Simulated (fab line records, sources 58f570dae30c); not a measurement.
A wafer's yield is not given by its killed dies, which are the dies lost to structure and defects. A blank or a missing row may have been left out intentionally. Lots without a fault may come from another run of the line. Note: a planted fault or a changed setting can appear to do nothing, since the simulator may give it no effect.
Which of the tools did it? | flow berkeley_cmos170 | route of 331 steps, sampled at 1 step: 14 lots, 42 wafers

WHAT THE GAUGES SHOWED, per wafer
The record holds no reading of a measuring or inspecting step that can be judged against a usual standard deviation.

EACH LOT AND THE TOOL THAT RAN IT (in order: tool; ch and the chambers of the sampled wafers; start)
lot  | UCB170_NVT_STRIP_08
L523 | plasma_asher-01 ch 0,1, day 5 18:54
L524 | plasma_asher-01 ch 0,1, day 5 19:10
L526 | plasma_asher-01 ch 1, day 6 04:19
L525 | plasma_asher-02 ch 0,1, day 6 04:23
L527 | plasma_asher-02 ch 0,1, day 6 20:23
L529 | plasma_asher-01 ch 0,1, day 7 03:02
L533 | plasma_asher-01 ch 1, day 7 09:06
L530 | plasma_asher-02 ch 0,1, day 7 09:25
L531 | plasma_asher-02 ch 0, day 7 09:50
L538 | plasma_asher-02 ch 0,1, day 9 01:08
L540 | plasma_asher-02 ch 0,1, day 9 12:44
L542 | plasma_asher-01 ch 0,1, day 9 22:51
L543 | plasma_asher-04 ch 0,1, day 9 23:06
L545 | plasma_asher-01 ch 0,1, day 10 09:14
- UCB170_NVT_STRIP_08: strips in O2.

AS READ BY THE TOOLS THEMSELVES (means over the sampled wafers that have a number; for cases with no such wafer, the mark the record gives instead)
UCB170_NVT_STRIP_08.
lot  | tool            | drypump_motor_current_A (A) | oes_product_au (a.u.) | strip_time_to_endpoint_s (s)
L523 | plasma_asher-01 | 6.0                         | 0.735                 | 21.55
L524 | plasma_asher-01 | 5.9                         | 0.731                 | 21.59
L526 | plasma_asher-01 | 5.8                         | 0.735                 | 21.58
L525 | plasma_asher-02 | 5.8                         | 0.735                 | 21.48
L527 | plasma_asher-02 | 5.3                         | 0.731                 | 21.60
L529 | plasma_asher-01 | 5.9                         | 0.733                 | 21.63
L533 | plasma_asher-01 | 5.8                         | 0.737                 | 21.60
L530 | plasma_asher-02 | 5.9                         | 0.735                 | 21.68
L531 | plasma_asher-02 | 6.4                         | 0.742                 | 21.71
L538 | plasma_asher-02 | 5.3                         | 0.858                 | 21.69
L540 | plasma_asher-02 | 5.3                         | 0.857                 | 21.64
L542 | plasma_asher-01 | 5.9                         | 0.738                 | 21.60
L543 | plasma_asher-04 | 5.3                         | 0.734                 | 21.61
L545 | plasma_asher-01 | 5.9                         | 0.736                 | 21.70

THE ANSWER, worked out from the rows above alone
Rule: what is usual is taken from the lots themselves. Put in order of their means at a reading, lots are off if they are a third of the lots or fewer, leave a main group of 4 or more, and stand apart from it by a gap of 3 or more times the standard deviation of the main group's means; of several such gaps the widest counts. A main group whose means are all the same, to the digits that the tables above print for the reading, isn't used. Also off: a lot with no number at a reading for which 4 or more lots have one. The other lots that the step has rows for count as sound. Order of review: gauges by route order, followed by the tools' own readings, for which a lot's mean as printed above is used. The first step at which some lot is off is used, and at that step the reading that is off furthest; a lot without a number counts as furthest.
Off: L538, L540 (UCB170_NVT_STRIP_08, oes_product_au). The main group: mean 0.735 a.u., standard deviation 0.0029.
If a tool, at that step or one of the process steps before it, ran each lot that is off and ran no sound lot following the first of them, it fits. One candidate fits, namely plasma_asher-02 at UCB170_NVT_STRIP_08. A fault onset in the window from L531 (day 7 09:50, its last sound lot) to L538 (day 9 01:08, its first lot off) fits.
On the lots that are off, the tool's own readings at UCB170_NVT_STRIP_08 differ by more than 5 times the standard deviation of the sound lots' means, which bears it out; oes_product_au reads 0.857 a.u. there versus 0.735 a.u. on the sound lots.

WHAT HAD BEEN PUT IN BY THE SIMULATOR
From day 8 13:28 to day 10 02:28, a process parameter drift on plasma_asher-02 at UCB170_NVT_STRIP_08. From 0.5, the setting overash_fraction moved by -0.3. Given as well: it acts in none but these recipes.
Struck lots among those shown: L538, L540. The same result came from the rule above.
